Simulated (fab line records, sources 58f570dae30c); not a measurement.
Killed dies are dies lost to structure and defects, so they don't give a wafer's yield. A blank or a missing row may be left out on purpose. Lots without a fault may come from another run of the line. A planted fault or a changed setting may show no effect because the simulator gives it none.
Split-lot experiment | flow berkeley_cmos170 | 5 lots, 23 wafers read, on a route of 331 steps

THE SPLIT
At UCB170_PVT_IMPLANT_07, the setting dose_cm2 was moved away from the recipe's 2e+12 on 8 of the 23 wafers read, by -2.9% to +4.6%. The other wafers ran this setting at the recipe's value.

FROM THE SPLIT TO THE READING: what the file shows between them, 1 step
- UCB170_PVT_STRIP_08: strips in O2

THE READING
PVT_TW, at UCB170_PVT_TW_MEAS_09. Fault-free wafers of this fab line usually give 505.8, standard deviation 2.6.

wafer  | tool, chamber at the split | dose_cm2 as run | against the recipe | PVT_TW | against lot-mates on the recipe
L076.1 | implanter-02, 0            | 2e+12           | recipe             | 510.3  | -
L076.2 | implanter-02, 0            | 2e+12           | recipe             | 506.1  | -
L076.3 | implanter-02, 0            | 2.092e+12       | +4.6%              | 513.5  | +5.9
L076.4 | implanter-02, 0            | 2e+12           | recipe             | 506.5  | -
L076.5 | implanter-02, 0            | 2.092e+12       | +4.6%              | 514.9  | +7.3
L077.2 | implanter-04, 0            | 1.941e+12       | -2.9%              | 503.1  | -4.9
L077.3 | implanter-04, 0            | 1.941e+12       | -2.9%              | 502.1  | -5.9
L077.4 | implanter-04, 0            | 2e+12           | recipe             | 508.9  | -
L077.5 | implanter-04, 0            | 2e+12           | recipe             | 507.1  | -
L077.6 | implanter-04, 0            | 1.941e+12       | -2.9%              | 503.1  | -4.9
L081.1 | implanter-03, 0            | 2e+12           | recipe             | 503.8  | -
L081.2 | implanter-03, 0            | 2e+12           | recipe             | 504.5  | -
L081.3 | implanter-03, 0            | 2e+12           | recipe             | 504.2  | -
L081.4 | implanter-03, 0            | 2e+12           | recipe             | 501.7  | -
L081.5 | implanter-03, 0            | 2e+12           | recipe             | 502.5  | -
L083.1 | implanter-03, 0            | 2e+12           | recipe             | 507.5  | -
L083.3 | implanter-03, 0            | 2e+12           | recipe             | 509.4  | -
L083.5 | implanter-03, 0            | 2e+12           | recipe             | 505.4  | -
L085.1 | implanter-03, 0            | 2.08e+12        | +4.0%              | 510.2  | +6.1
L085.2 | implanter-03, 0            | 2e+12           | recipe             | 503.7  | -
L085.3 | implanter-03, 0            | 2.08e+12        | +4.0%              | 513.3  | +9.2
L085.5 | implanter-03, 0            | 2e+12           | recipe             | 504.5  | -
L085.6 | implanter-03, 0            | 2.08e+12        | +4.0%              | 509.4  | +5.3

THE FIT
A straight line over all 23 wafers: PVT_TW changes by +1.4 for each +1% of dose_cm2; r = +0.81; the points scatter about the line by 2.3.
The same after taking each lot's own level away (the mean of its wafers on the recipe; 23 wafers): +1.63 for each +1%; r = +0.94; scatter 1.4.
On that fit, the largest move of dose_cm2 shifts the reading by 7.5.
The lots' own levels span 503.34 to 508.00, that is 1.8 times the standard deviation above.
So the lot-to-lot level changes the slope: the two fits differ.
Check: with one of the wafers moved furthest among these (+4.6%) left out of the fit, the line predicts +7.8 for it against its lot-mates. It came out at +5.87 against them.

OTHER SPLITS ON THESE WAFERS
These wafers also went through other splits before the reading. Each is held against what the fit with the lots' levels taken away leaves over:
other split on the same wafers      | wafers away from the commonest value | r with PVT_TW (lot level and that fit taken away)
UCB170_START_OXIDATION_02 ox_time_s | 18                                   | -0.04
UCB170_ZERO_STRIP_07 o2_flow_sccm   | 12                                   | +0.18
UCB170_NWELL_PEB_10 peb_temp_c      | 7                                    | +0.42
UCB170_PWELL_CVD_05 pressure_mtorr  | 18                                   | +0.07
UCB170_PFIELD_IMPLANT_07 energy_kev | 8                                    | -0.33
UCB170_NVT_IMPLANT_07 dose_cm2      | 6                                    | -0.06

THE FILE'S OWN FIT
PVT_TW changes by +1.59 for each +1% of dose_cm2, r = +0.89.
